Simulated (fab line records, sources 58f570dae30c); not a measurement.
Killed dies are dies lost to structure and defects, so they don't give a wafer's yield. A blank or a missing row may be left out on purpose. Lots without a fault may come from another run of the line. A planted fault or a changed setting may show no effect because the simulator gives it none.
fab line records | flow berkeley_cmos170
record lots=5 wafers=15 last_day=12
route steps=331 shown CONTACT@226 M1@238 V1@254 M3@331
lots that met no fault: from a run of the same line without faults
start_h: hours from the record's first day to the start of the lot's first wafer shown | wait_h: hours since the lot's step before | " the same as in the row above | L1.1+2: a row that stands for several wafers | - no value, or no start given | * or withheld: withheld | < > ~ a bound
route shown NAME@n: a module of which the file shows steps, and the number in the route of the first | usual: mean/standard deviation of fault-free wafers | same: alike in all rows | chamber/n: place in a boat | sites: the reading at each site | _std_site: their standard deviation | _edge_site: outer sites' mean less inner sites' | radius_mm: how far each site lies from the wafer's centre | mask NAME#n: copy n | behind: the tool/chamber that last shaped the wafer | hold: why the lot was held/for how many hours/how that ended | device: the transistor (n, p or np) that didn't switch | end of line: the same wafers' tests at the end of the route | a step without rows: its recipe alone | killed: dies lost to structure and defects at the first sort, not the wafer's yield | map: a wafer's dies, x killed, . not, _ none there
set.NAME: the setting as run; set.NAME@STEP: as run at that earlier step | model.NAME: the simulator's own value behind a step, which no gauge read
lots at some steps of the route; a table a step, a row a wafer
services: from which hour (start_h, from the record's first day; less than 0 if before it) a tool's chamber was out of use, for how many hours, and why
## steps
# step UCB170_CONTACT_COAT_10
# recipe resist=KrF spin_rpm=1500 resist_thk_nm=900
# step UCB170_CONTACT_SOFTBAKE_11
# recipe resist=KrF temp_c=130 time_s=60
# step UCB170_CONTACT_EXPOSE_12
# recipe mask_id=CONT target_cd_nm=700 na=0.5 sigma_outer=0.6 source_shape=conventional dose_mj=35
# step UCB170_CONTACT_PEB_13
# recipe peb_temp_c=130 peb_time_s=withheld resist=KrF
# step UCB170_CONTACT_DEVELOP_14
# recipe developer=TMAH develop_time_s=45 resist=KrF dev_temp_c=21
# step UCB170_CONTACT_CD_MEAS_15
# recipe target_cd_nm=700
# usual cd_nm=700.3/1.3
# columns lot.wafer tool chamber start_h wait_h cd_nm
L991.3 cd_sem-01 - 167.44 - 700.7
L991.4 " - " " 700.4
L991.5 " - " " 699.9
L997.1 cd_sem-02 - 192.57 - 698.9
L997.2 " - " " 700.5
L997.4 " - " " 701.6
L106.1 cd_sem-02 - 241.87 - 700.9
L106.5 " - " " 700.6
L106.6 " - " " 700.0
L109.2 cd_sem-02 - 253.79 - 699.6
L109.5 " - " " 699.7
L109.6 " - " " 699.2
L112.3 cd_sem-02 - 277.00 - 700.8
L112.5 " - " " 698.9
L112.6 " - " " 699.8
# step UCB170_CONTACT_OVL_MEAS_16
# usual CONTACT_OVL=4/5.2
# columns lot.wafer tool chamber start_h wait_h CONTACT_OVL[nm]
L991.3 overlay-02 - 167.53 0.1 -9
L991.4 " - " " 3
L991.5 " - " " -3
L997.1 overlay-01 - 192.69 0.1 4
L997.2 " - " " -1
L997.4 " - " " 2
L106.1 overlay-01 - 241.99 0.1 5
L106.5 " - " " 13
L106.6 " - " " 11
L109.2 overlay-01 - 253.90 0.1 9
L109.5 " - " " 10
L109.6 " - " " 1
L112.3 overlay-01 - 277.09 0.1 -2
L112.5 " - " " 5
L112.6 " - " " 5
# step UCB170_CONTACT_ETCH_17
# recipe chemistry=N2/H2 target_depth_a=withheld overetch_a=withheld target=BARC time_s=withheld source_w=500 bias_w=100 pressure_mtorr=30 n2_flow_sccm=100 h2_flow_sccm=200
# usual drypump_motor_current_A=5.9/0.37 oes_product_au=1.003/0.015 throttle_valve_pct=13.37/0.16
# columns lot.wafer tool chamber start_h wait_h drypump_motor_current_A oes_product_au throttle_valve_pct
L991.3 rie_diel-03 0 167.55 0.0 6.4 0.995 13.35
L991.4 " 2 " " 5.7 0.985 13.39
L991.5 " 2 " " 5.7 0.977 13.42
L997.1 rie_diel-02 1 192.73 0.0 5.7 0.989 13.76
L997.2 " 3 " " 5.6 1.023 13.30
L997.4 " 3 " " 5.6 1.029 13.29
L106.1 rie_diel-03 3 242.03 0.0 6.3 1.016 13.37
L106.5 " 2 " " 5.7 0.992 13.38
L106.6 " 1 " " 5.6 1.013 13.39
L109.2 rie_diel-03 1 253.93 0.0 5.6 1.028 13.37
L109.5 " 1 " " 5.6 1.014 13.37
L109.6 " 2 " " 5.7 0.982 13.39
L112.3 rie_diel-02 0 277.12 0.0 5.5 1.010 12.95
L112.5 " 2 " " 5.6 0.981 13.34
L112.6 " 3 " " 5.6 1.017 13.28
# step UCB170_CONTACT_ETCH_18
# recipe chemistry=CHF3/CF4/Ar target=PSG stop_on=TiSi2 CHF3_flow_sccm=45 cf4_flow_sccm=15 Ar_flow_sccm=150 pressure_mtorr=200 rf_w=700 target_depth_a=8400 over_etch_frac=0.2 time_s=195
# usual CHF3_flow_sccm=45.00/0.13 drypump_motor_current_A=5.9/0.37 oes_product_au=0.898/0.014 throttle_valve_pct=6.97/0.11
# columns lot.wafer tool chamber start_h wait_h CHF3_flow_sccm drypump_motor_current_A oes_product_au rf_hours_counter_h throttle_valve_pct
L991.3 rie_diel-03 0 - - 45.25 6.5 0.896 1 6.89
L991.4 " 2 " " 45.09 5.7 0.892 143 7.05
L991.5 " 2 " " 45.18 5.7 0.889 - 7.03
L997.1 rie_diel-02 1 - - 44.95 5.7 0.886 108 7.20
L997.2 " 3 " " 44.99 5.6 0.923 5 6.87
L997.4 " 3 " " 44.92 5.6 0.930 - 6.88
L106.1 rie_diel-03 3 - - 45.01 6.3 0.901 96 6.95
L106.5 " 2 " " 45.06 5.7 0.874 - 7.04
L106.6 " 1 " " 44.90 5.6 0.913 - 7.00
L109.2 rie_diel-03 1 - - 45.06 5.5 0.909 49 7.00
L109.5 " 1 " " 45.10 5.6 0.915 - 6.99
L109.6 " 2 " " 45.01 5.7 0.879 - 7.05
L112.3 rie_diel-02 0 - - 44.68 5.6 0.905 12 6.69
L112.5 " 2 " " 44.81 5.6 0.900 - 7.04
L112.6 " 3 " " 45.13 5.6 0.915 - 6.88
# step UCB170_CONTACT_STRIP_19
# recipe chemistry=O2 power_w=400 pressure_mtorr=3500 platen_temp_c=withheld o2_flow_sccm=400 overash_fraction=0.5
# usual drypump_motor_current_A=5.6/0.43 o2_flow_sccm=400.0/1.2 oes_product_au=0.725/0.0039
# same overash_fraction=0.5
# columns lot.wafer tool chamber start_h wait_h drypump_motor_current_A o2_flow_sccm oes_product_au rf_hours_counter_h
L991.3 plasma_asher-03 1 167.76 - 5.7 399.6 0.723 -
L991.4 " 0 " " 5.2 399.7 0.725 -
L991.5 " 0 " " 5.2 400.1 0.732 -
L997.1 plasma_asher-02 0 192.90 - 5.2 402.1 0.728 47
L997.2 " 1 " " 6.4 399.5 0.727 47
L997.4 " 1 " " 6.4 397.2 0.727 -
L106.1 plasma_asher-02 1 242.20 - 6.4 400.4 0.722 53
L106.5 " 1 " " 6.4 400.8 0.728 -
L106.6 " 0 " " 5.2 399.5 0.725 -
L109.2 plasma_asher-03 1 254.10 - 5.7 400.8 0.725 16
L109.5 " 0 " " 5.2 399.8 0.724 -
L109.6 " 1 " " 5.7 402.4 0.729 -
L112.3 plasma_asher-03 0 277.32 - 5.2 399.7 0.723 -
L112.5 " 0 " " 5.2 399.5 0.721 -
L112.6 " 1 " " 5.7 398.1 0.730 -
# step UCB170_CONTACT_CD_MEAS_90
# recipe target_cd_nm=700
# usual cd_nm=700.1/1.3
# columns lot.wafer tool chamber start_h wait_h cd_nm
L991.3 cd_sem-01 - 167.86 0.1 699.4
L991.4 " - " " 700.1
L991.5 " - " " 699.5
L997.1 cd_sem-01 - 193.00 0.1 698.6
L997.2 " - " " 700.2
L997.4 " - " " 702.4
L106.1 cd_sem-02 - 242.30 0.1 701.5
L106.5 " - " " 699.4
L106.6 " - " " 700.5
L109.2 cd_sem-02 - 254.22 0.1 699.4
L109.5 " - " " 699.7
L109.6 " - " " 698.7
L112.3 cd_sem-02 - 277.43 0.1 700.8
L112.5 " - " " 699.3
L112.6 " - " " 700.1
# step UCB170_CONTACT_CLEAN_20
# recipe chemistry=SPM temp_c=120 time_s=600
# step UCB170_M1_SPUTTER_00
# recipe material=Al target_thk_nm=600 time_s=80 power_w=6000 chamber_pressure_pa=0.5
# usual cathode_dc_power_W=6000.1/1.2 throttle_valve_pct=30.0/1.1
# columns lot.wafer tool chamber start_h wait_h cathode_dc_power_W throttle_valve_pct model.Al_of_M1_SPUTTER_00.thk_nm
L991.3 pvd_sputter-03 - 168.12 0.0 6001.9 30.6 587.8
L991.4 " - " " 5999.7 29.2 592.7
L991.5 " - " " 5998.7 30.7 590.2
L997.1 pvd_sputter-01 - 193.34 0.0 6001.1 28.9 596.4
L997.2 " - " " 6000.5 30.6 600.1
L997.4 " - " " 6001.2 33.0 595.5
L106.1 pvd_sputter-01 - 242.59 0.0 5998.8 29.6 602.7
L106.5 " - " " 5999.4 29.8 602.7
L106.6 " - " " 7237.2 30.6 727.6
L109.2 pvd_sputter-03 - 254.51 0.0 5999.3 30.5 583.4
L109.5 " - " " 6000.4 29.3 593.1
L109.6 " - " " 6000.6 30.0 592.5
L112.3 pvd_sputter-03 - 277.68 0.0 5999.4 30.1 591.6
L112.5 " - " " 5996.3 29.0 597
L112.6 " - " " 6001.6 29.2 593.6
# step UCB170_M1_RS_MEAS_01
# recipe thk_meas_gauge=four-point-probe reads=Al_of_M1_SPUTTER_00
# usual M1_AL_RS=0.0486/0.00048
# columns lot.wafer tool chamber start_h wait_h M1_AL_RS[ohm/sq]
L991.3 film_metro-01 - 168.22 0.1 0.0497
L991.4 " - " " 0.0492
L991.5 " - " " 0.0494
L997.1 film_metro-01 - 193.40 0.0 0.0490
L997.2 " - " " 0.0486
L997.4 " - " " 0.0490
L106.1 film_metro-02 - 242.65 0.0 0.0483
L106.5 " - " " 0.0483
L106.6 " - " " 0.0398
L109.2 film_metro-01 - 254.59 0.1 0.0500
L109.5 " - " " 0.0492
L109.6 " - " " 0.0493
L112.3 film_metro-02 - 277.78 0.1 0.0493
L112.5 " - " " 0.0487
L112.6 " - " " 0.0492
# step UCB170_M1_THK_MEAS_02
# recipe thk_meas_gauge=xrf reads=Al_of_M1_SPUTTER_00
# usual M1_AL_THK=583/5.7
# columns lot.wafer tool chamber start_h wait_h M1_AL_THK[nm]
L991.3 film_metro-01 - 168.32 0.1 570
L991.4 " - " " 575
L991.5 " - " " 574
L997.1 film_metro-01 - 193.52 0.1 581
L997.2 " - " " 587
L997.4 " - " " 583
L106.1 film_metro-02 - 242.77 0.1 587
L106.5 " - " " 583
L106.6 " - " " 706
L109.2 film_metro-01 - 254.70 0.1 565
L109.5 " - " " 574
L109.6 " - " " 579
L112.3 film_metro-02 - 277.88 0.1 580
L112.5 " - " " 585
L112.6 " - " " 576
# step UCB170_M1_COAT_03
# recipe resist=BARC temp_c=withheld time_s=withheld spin_rpm=3000 resist_thk_nm=withheld
# step UCB170_M1_COAT_04
# recipe resist=KrF spin_rpm=1500 resist_thk_nm=900
# step UCB170_M1_SOFTBAKE_05
# recipe resist=KrF temp_c=130 time_s=60
# step UCB170_M1_EXPOSE_06
# recipe mask_id=METAL1 target_cd_nm=700 na=0.5 sigma_outer=0.6 source_shape=conventional dose_mj=21
# step UCB170_M1_PEB_07
# recipe peb_temp_c=130 peb_time_s=withheld resist=KrF
# step UCB170_M1_DEVELOP_08
# recipe developer=TMAH develop_time_s=45 resist=KrF dev_temp_c=21
# step UCB170_M1_CD_MEAS_09
# recipe target_cd_nm=700
# usual cd_nm=699.7/1.4
# columns lot.wafer tool chamber start_h wait_h cd_nm
L991.3 cd_sem-02 - 169.94 - 701.6
L991.4 " - " " 700.3
L991.5 " - " " 699.0
L997.1 cd_sem-02 - 194.55 - 700.0
L997.2 " - " " 701.0
L997.4 " - " " 698.9
L106.1 cd_sem-02 - 244.49 - 698.8
L106.5 " - " " 698.0
L106.6 " - " " 698.8
L109.2 cd_sem-01 - 257.98 - 697.9
L109.5 " - " " 698.6
L109.6 " - " " 698.2
L112.3 cd_sem-01 - 279.50 - 701.0
L112.5 " - " " 700.0
L112.6 " - " " 699.8
# step UCB170_M1_OVL_MEAS_10
# usual M1_OVL=1/4.8
# columns lot.wafer tool chamber start_h wait_h M1_OVL[nm]
L991.3 overlay-02 - 170.03 0.1 -5
L991.4 " - " " -3
L991.5 " - " " -6
L997.1 overlay-01 - 194.67 0.1 1
L997.2 " - " " 6
L997.4 " - " " -3
L106.1 overlay-02 - 244.61 0.1 -8
L106.5 " - " " -3
L106.6 " - " " -10
L109.2 overlay-02 - 258.08 0.1 5
L109.5 " - " " 3
L109.6 " - " " 5
L112.3 overlay-01 - 279.59 0.1 2
L112.5 " - " " 4
L112.6 " - " " 5
# step UCB170_M1_ETCH_11
# recipe chemistry=N2/H2 target_depth_a=withheld overetch_a=withheld target=BARC time_s=withheld source_w=500 bias_w=100 pressure_mtorr=30 n2_flow_sccm=100 h2_flow_sccm=200
# step UCB170_M1_METAL_ETCH_12
# recipe chemistry=Cl2/BCl3 target=Al stop_on=PSG pressure_mtorr=12 target_depth_a=7800 over_etch_frac=0.3 time_s=130 icp_w=600 bias_w=120 Cl2_flow_sccm=90 bcl3_flow_sccm=45
# usual drypump_motor_current_A=5.4/0.57 he_backside_leak_sccm=3.33/0.18 mfc_cl2_sccm=90.01/0.23 oes_product_au=0.858/0.012 throttle_valve_pct=24.41/0.17
# columns lot.wafer tool chamber start_h wait_h drypump_motor_current_A he_backside_leak_sccm mfc_cl2_sccm oes_product_au rf_hours_counter_h throttle_valve_pct
L991.3 rie_metal-02 1 170.14 - 5.7 3.21 89.78 0.836 - 24.44
L991.4 " 0 " " 6.4 3.50 90.08 0.862 - 24.55
L991.5 " 0 " " 6.4 3.47 89.98 0.859 - 24.53
L997.1 rie_metal-01 0 194.75 - 4.7 3.27 90.11 0.842 6 24.58
L997.2 " 1 " " 4.7 3.48 89.97 0.852 8 24.09
L997.4 " 1 " " 4.7 3.40 89.98 0.848 - 24.07
L106.1 rie_metal-01 1 244.69 - 4.7 3.40 89.81 0.862 9 24.09
L106.5 " 0 " " 4.7 3.22 90.15 0.848 - 24.55
L106.6 " 1 " " 4.7 3.34 89.82 0.949 - 24.03
L109.2 rie_metal-02 1 258.16 - 5.7 3.11 89.97 0.851 2 24.47
L109.5 " 0 " " 6.4 3.35 90.25 0.864 - 24.55
L109.6 " 1 " " 5.7 3.08 90.09 0.854 - 24.47
L112.3 rie_metal-02 0 279.70 - 6.4 3.36 89.91 0.862 - 24.55
L112.5 " 0 " " 6.4 3.48 89.42 0.862 - 24.52
L112.6 " 1 " " 5.7 2.90 90.00 0.863 - 24.48
# step UCB170_M1_STRIP_13
# recipe chemistry=O2 power_w=400 pressure_mtorr=3500 platen_temp_c=withheld o2_flow_sccm=400 overash_fraction=0.5
# usual drypump_motor_current_A=5.7/0.46 o2_flow_sccm=400.3/1.2 oes_product_au=0.720/0.0044
# same overash_fraction=0.5
# columns lot.wafer tool chamber start_h wait_h drypump_motor_current_A o2_flow_sccm oes_product_au rf_hours_counter_h
L991.3 plasma_asher-04 0 170.26 0.1 5.3 399.8 0.727 -
L991.4 " 1 " " 6.2 400.6 0.718 -
L991.5 " 1 " " 6.2 401.8 0.715 -
L997.1 plasma_asher-02 0 194.88 0.1 5.1 400.5 0.719 47
L997.2 " 1 " " 6.4 401.3 0.715 47
L997.4 " 0 " " 5.2 398.9 0.715 -
L106.1 plasma_asher-04 0 244.83 0.1 5.3 400.7 0.724 52
L106.5 " 0 " " 5.3 399.6 0.718 -
L106.6 " 1 " " 6.2 397.9 0.722 -
L109.2 plasma_asher-04 1 258.29 0.1 6.2 400.4 0.720 54
L109.5 " 0 " " 5.3 400.6 0.722 -
L109.6 " 1 " " 6.1 400.6 0.724 -
L112.3 plasma_asher-02 1 279.83 0.1 6.4 401.4 0.724 -
L112.5 " 1 " " 6.4 399.6 0.727 -
L112.6 " 0 " " 5.2 401.8 0.715 -
# step UCB170_M1_CD_MEAS_90
# recipe target_cd_nm=700
# usual cd_nm=700.0/2.3
# columns lot.wafer tool chamber start_h wait_h cd_nm
L991.3 cd_sem-01 - 170.37 0.1 699.6
L991.4 " - " " 700.8
L991.5 " - " " 699.1
L997.1 cd_sem-02 - 194.98 0.1 698.2
L997.2 " - " " 699.2
L997.4 " - " " 699.6
L106.1 cd_sem-01 - 244.93 0.1 695.6
L106.5 " - " " 695.4
L106.6 " - " " 694.6
L109.2 cd_sem-02 - 258.41 0.1 700.0
L109.5 " - " " 698.8
L109.6 " - " " 698.9
L112.3 cd_sem-02 - 279.93 0.1 701.2
L112.5 " - " " 698.6
L112.6 " - " " 699.8
# step UCB170_M1_ANNEAL_14
# recipe temp_c=400 time_s=1200 ambient=forming_gas
# step UCB170_V1_CVD_00
# recipe material=SiO2 target_thk_nm=2000 temp_c=390 precursor=TEOS/O2 time_s=250 rf_w=550 pressure_mtorr=9000
# step UCB170_V1_THK_MEAS_01
# recipe reads=SiO2_of_V1_CVD_00
# usual V1_TEOS_THK=2000/26
# columns lot.wafer tool chamber start_h wait_h V1_TEOS_THK[nm]
L991.3 film_metro-03 - 172.58 0.1 1958
L991.4 " - " " 2024
L991.5 " - " " 2023
L997.1 film_metro-02 - 196.59 0.1 1978
L997.2 " - " " 1972
L997.4 " - " " 2005
L106.1 film_metro-04 - 246.84 0.2 1979
L106.5 " - " " 2019
L106.6 " - " " 2012
L109.2 film_metro-04 - 260.66 0.1 2011
L109.5 " - " " 2046
L109.6 " - " " 2048
L112.3 film_metro-03 - 281.62 0.1 1997
L112.5 " - " " 1987
L112.6 " - " " 2085
# step UCB170_V1_CMP_02
# recipe material=SiO2 down_force_psi=6 platen_rpm=60 pad_velocity_m_s=0.75398
# usual head_pressure_psi=5.999/0.014 motor_current_A=16.8/1.2
# columns lot.wafer tool chamber start_h wait_h head_pressure_psi motor_current_A
L991.3 cmp-02 2 172.62 0.0 5.988 14.9
L991.4 " 3 " " 5.980 18.9
L991.5 " 2 " " 5.991 15.5
L997.1 cmp-01 3 196.65 0.1 5.981 17.1
L997.2 " 1 " " 6.001 16.0
L997.4 " 2 " " 5.985 18.1
L106.1 cmp-02 3 246.90 0.1 5.994 18.4
L106.6 " 3 " " 5.997 18.9
L106.5 " 0 " " 5.984 16.8
L109.2 cmp-01 3 260.81 0.1 6.019 16.6
L109.5 " 1 " " 6.005 15.9
L109.6 " 2 " " 5.976 17.1
L112.3 cmp-01 1 281.81 0.2 5.993 15.4
L112.6 " 2 " " 5.994 17.9
L112.5 " 3 " " 6.018 16.3
# step UCB170_V1_BOW_MEAS_03
# recipe mode=bow
# usual V1_BOW=18/6.5
# columns lot.wafer tool chamber start_h wait_h V1_BOW[um]
L991.3 film_metro-02 - 172.96 0.3 15
L991.4 " - " " 21
L991.5 " - " " 20
L997.1 film_metro-04 - 196.95 0.2 23
L997.2 " - " " 10
L997.4 " - " " 25
L106.1 film_metro-04 - 247.20 0.2 18
L106.5 " - " " 20
L106.6 " - " " 20
L109.2 film_metro-04 - 261.03 0.2 12
L109.5 " - " " 18
L109.6 " - " " 17
L112.3 film_metro-03 - 282.00 0.1 26
L112.5 " - " " 21
L112.6 " - " " 30
# step UCB170_V1_THK_MEAS_04
# recipe reads=SiO2_of_V1_CVD_00
# usual V1_POLISHED_THK=1000.2/1.1
# columns lot.wafer tool chamber start_h wait_h V1_POLISHED_THK[nm]
L991.3 film_metro-02 - 173.06 0.1 999.2
L991.4 " - " " 999.7
L991.5 " - " " 997.9
L997.1 film_metro-04 - 197.07 0.1 999.4
L997.2 " - " " 1001.0
L997.4 " - " " 999.5
L106.1 film_metro-04 - 247.32 0.1 999.9
L106.5 " - " " 999.9
L106.6 " - " " 1000.5
L109.2 film_metro-04 - 261.14 0.1 1000.5
L109.5 " - " " 1001.6
L109.6 " - " " 1002.0
L112.3 film_metro-03 - 282.10 0.1 1000.2
L112.5 " - " " 999.9
L112.6 " - " " 999.3
# step UCB170_V1_CLEAN_05
# recipe chemistry=DIW
# step UCB170_V1_HMDS_06
# recipe prime_time_s=60 prime_temp_c=100
# step UCB170_V1_COAT_07
# recipe resist=KrF spin_rpm=1500 resist_thk_nm=900
# step UCB170_V1_SOFTBAKE_08
# recipe resist=KrF temp_c=130 time_s=60
# step UCB170_V1_EXPOSE_09
# recipe mask_id=VIA1 target_cd_nm=700 na=0.5 sigma_outer=0.6 source_shape=conventional dose_mj=37
# step UCB170_V1_PEB_10
# recipe peb_temp_c=130 peb_time_s=withheld resist=KrF
# step UCB170_V1_DEVELOP_11
# recipe developer=TMAH develop_time_s=45 resist=KrF dev_temp_c=21
# step UCB170_V1_CD_MEAS_12
# recipe target_cd_nm=700
# usual cd_nm=700.3/1.3
# columns lot.wafer tool chamber start_h wait_h cd_nm
L991.3 cd_sem-01 - 175.03 - 699.4
L991.4 " - " " 698.1
L991.5 " - " " 699.5
L997.1 cd_sem-02 - 198.29 - 702.0
L997.2 " - " " 702.1
L997.4 " - " " 700.3
L106.1 cd_sem-02 - 248.80 - 699.9
L106.5 " - " " 700.7
L106.6 " - " " 700.0
L109.2 cd_sem-02 - 264.23 - 701.2
L109.5 " - " " 700.5
L109.6 " - " " 700.1
L112.3 cd_sem-02 - 284.37 - 697.8
L112.5 " - " " 699.3
L112.6 " - " " 698.9
# step UCB170_V1_OVL_MEAS_13
# usual V1_OVL=0/5.6
# columns lot.wafer tool chamber start_h wait_h V1_OVL[nm]
L991.3 overlay-02 - 175.12 0.1 1
L991.4 " - " " 7
L991.5 " - " " 1
L997.1 overlay-01 - 198.41 0.1 -3
L997.2 " - " " -6
L997.4 " - " " -4
L106.1 overlay-02 - 248.92 0.1 2
L106.5 " - " " 3
L106.6 " - " " -4
L109.2 overlay-01 - 264.33 0.1 6
L109.5 " - " " 2
L109.6 " - " " 6
L112.3 overlay-01 - 284.47 0.1 7
L112.5 " - " " 8
L112.6 " - " " 5
# step UCB170_V1_ETCH_14
# recipe chemistry=CHF3/CF4/Ar target=SiO2 stop_on=Al CHF3_flow_sccm=45 cf4_flow_sccm=15 Ar_flow_sccm=150 pressure_mtorr=200 rf_w=700 target_depth_a=12500 over_etch_frac=0.25 time_s=291
# usual CHF3_flow_sccm=45.03/0.13 drypump_motor_current_A=5.9/0.41 oes_product_au=0.876/0.011 throttle_valve_pct=6.97/0.065
# columns lot.wafer tool chamber start_h wait_h CHF3_flow_sccm drypump_motor_current_A oes_product_au rf_hours_counter_h throttle_valve_pct model.Al_of_M1_SPUTTER_00.thk_nm
L991.3 rie_diel-01 3 175.14 0.0 45.09 5.5 0.874 135 7.05 587.8
L991.4 " 2 " " 44.83 6.3 0.872 87 6.94 592.7
L991.5 " 2 " " 44.78 6.3 0.872 - 6.96 590.2
L997.1 rie_diel-04 1 198.45 0.0 44.79 5.4 0.871 123 6.86 596.4
L997.2 " 0 " " 45.15 5.7 0.880 9 6.98 599.9
L997.4 " 3 " " 44.91 5.8 0.870 - 6.82 595.4
L106.1 rie_diel-03 1 248.95 0.0 44.97 5.6 0.893 48 7.03 602.7
L106.5 " 1 " " 45.25 5.6 0.898 - 7.02 602.7
L106.6 " 2 " " 44.88 5.7 0.865 - 7.06 727.5
L109.2 rie_diel-01 2 264.36 0.0 45.04 6.3 0.873 91 6.96 583.4
L109.5 " 2 " " 44.95 6.3 0.876 - 6.97 593
L109.6 " 1 " " 45.14 5.8 0.874 - 6.99 592.5
L112.3 rie_diel-01 0 284.49 0.0 44.95 5.1 0.858 2 7.01 591.6
L112.5 " 2 " " 44.92 6.3 0.871 - 6.96 597
L112.6 " 1 " " 44.99 5.8 0.872 - 6.99 593.6
# step UCB170_M3_PROBE_99
# columns lot.wafer tool chamber start_h wait_h model.etest.m1_comb_over_steps.leak_log10_a_um model.etest.ring.quiet_log10_a model.etest.m1.rs_ohm_sq model.etest.antenna_m1.vt_shift_v
L991.3 prober-01 - 186.95 0.2 -12.67 -8.591 0.04966 -0.009851
L991.4 prober-01 - 187.00 0.2 -12.85 -8.781 0.04924 -0.00983
L991.5 prober-01 - 187.05 0.2 -12.81 -8.742 0.04875 -0.006179
L997.1 prober-01 - 208.22 0.1 -12.75 -8.81 0.04867 -0.007998
L997.2 prober-01 - 208.27 0.1 -12.84 -8.784 0.04777 -0.01129
L997.4 prober-01 - 208.37 0.2 -12.74 -8.877 0.04862 -0.008388
L106.1 prober-02 - 260.20 0.1 -12.64 -8.727 0.04747 -0.009138
L106.5 prober-02 - 260.40 0.2 -12.83 -8.749 0.04828 -0.007058
L106.6 prober-02 - 260.45 0.2 -5.216 -3.266 0.03978 -0.001377
L109.2 prober-02 - 272.41 0.1 -12.87 -8.77 0.04932 -0.006809
L109.5 prober-02 - 272.56 0.2 -12.66 -8.877 0.0489 -0.009869
L109.6 prober-02 - 272.61 0.2 -12.74 -8.819 0.04885 -0.006187
L112.3 prober-01 - 297.94 0.2 -12.57 -8.825 0.04924 -0.008328
L112.5 prober-01 - 298.04 0.2 -12.87 -8.873 0.0486 -0.00425
L112.6 prober-01 - 298.09 0.2 -12.91 -8.834 0.0489 -0.008164
# killed by level:class
L991.3 WELLDRIVE:geometric_particle:open=1 GATE:geometric_particle:open=1 SILICIDE:geometric_particle:short=1 M3:geometric_particle:short=1 ACTIVE:area_etch=1
L991.4 ACTIVE:geometric_particle:short=1 V1:geometric_particle:open=1
L991.5 GATE:geometric_particle:open=2 SACOX:geometric_particle:open=1 SILICIDE:geometric_particle:short=1
L997.1 WELLDRIVE:geometric_particle:short=2 GATE:geometric_particle:open=1 ACTIVE:area_etch=1
L997.2
L997.4 GATE:geometric_particle:open=2 ACTIVE:geometric_particle:short=1 GATE:geometric_particle:short=1 V1:geometric_particle:short=1
L109.2 M3:geometric_particle:short=2 PWELL:geometric_particle:short=1 WELLDRIVE:geometric_particle:short=1 SILICIDE:geometric_particle:open=1
L109.5 GATE:geometric_particle:short=1
L109.6 GATE:geometric_particle:short=1 SILICIDE:geometric_particle:short=1
L112.3 START:geometric_particle:open=1 M1:geometric_particle:open=1 V2:geometric_particle:open=1
L112.5 GATE:geometric_particle:open=1 SILICIDE:geometric_particle:open=1
L112.6 SCREENOX:geometric_particle:open=1 GATE:geometric_particle:open=1 SPACER:geometric_particle:open=1 M2:geometric_particle:short=1
## services
# columns tool chamber start_h hours kind
cmp-02 - 146.24 5.6 repair
rie_diel-03 2 147.62 3.1 repair
rie_diel-01 - 149.20 0.2 repair
plasma_asher-04 - 159.40 2.5 repair
rie_metal-02 1 160.29 6.0 repair
rie_metal-01 1 161.29 24.1 repair
plasma_asher-04 - 166.23 1.9 repair
rie_metal-01 - 170.21 2.8 pm
rie_diel-04 1 170.55 3.2 repair
cmp-01 - 171.22 5.0 pm
cmp-01 - 178.18 2.5 repair
pvd_sputter-01 - 196.51 5.1 repair
rie_diel-03 2 213.75 - clean
rie_diel-03 2 213.75 23.5 scheduled_down
plasma_asher-03 - 220.29 0.3 repair
rie_diel-01 - 223.76 14.6 pm
rie_diel-03 0 224.10 11.4 repair
cmp-02 - 232.00 4.0 pm
cmp-02 - 236.00 3.1 pm
rie_diel-01 - 238.51 13.1 repair
rie_diel-02 0 240.58 19.1 repair
rie_diel-01 3 242.60 17.1 repair
plasma_asher-04 - 247.78 1.3 repair
rie_diel-04 1 253.29 6.0 repair
## key
first_sign step=UCB170_M1_SPUTTER_00 reading=cathode_dc_power_W direction=up sigmas=99+ usual=6000.1 struck=7237.2
effect step=UCB170_M1_RS_MEAS_01 reading=M1_AL_RS direction=down sigmas=18 usual=0.0486 struck=0.0398
effect step=UCB170_M1_THK_MEAS_02 reading=M1_AL_THK direction=up sigmas=22 usual=583 struck=706
effect step=UCB170_M1_METAL_ETCH_12 reading=oes_product_au direction=up sigmas=7.9 usual=0.858 struck=0.949
model_effect step=UCB170_M1_SPUTTER_00 value=Al_of_M1_SPUTTER_00.thk_nm without=603.8 struck=727.6
model_effect step=UCB170_V1_ETCH_14 value=Al_of_M1_SPUTTER_00.thk_nm without=603.8 struck=727.5
model_effect step=UCB170_M3_PROBE_99 value=etest.m1_comb_over_steps.leak_log10_a_um without=-12.85 struck=-5.216
met_at UCB170_M1_SPUTTER_00
struck_wafers L106.6
sort_left_out L106.6
onset_between 193.34 242.59
fault kind=process_parameter_drift tool=pvd_sputter-01 chamber=- onset_h=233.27 steps=UCB170_M1_SPUTTER_00 channel=power_w offset=1237.5 shape=step end_h=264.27 acts_in=these_recipes_only stated=6000 scope=struck_wafers_only
# sort_left_out: the simulated sort isn't trusted on such a fault, so these wafers' sort isn't shown, and their yield isn't known
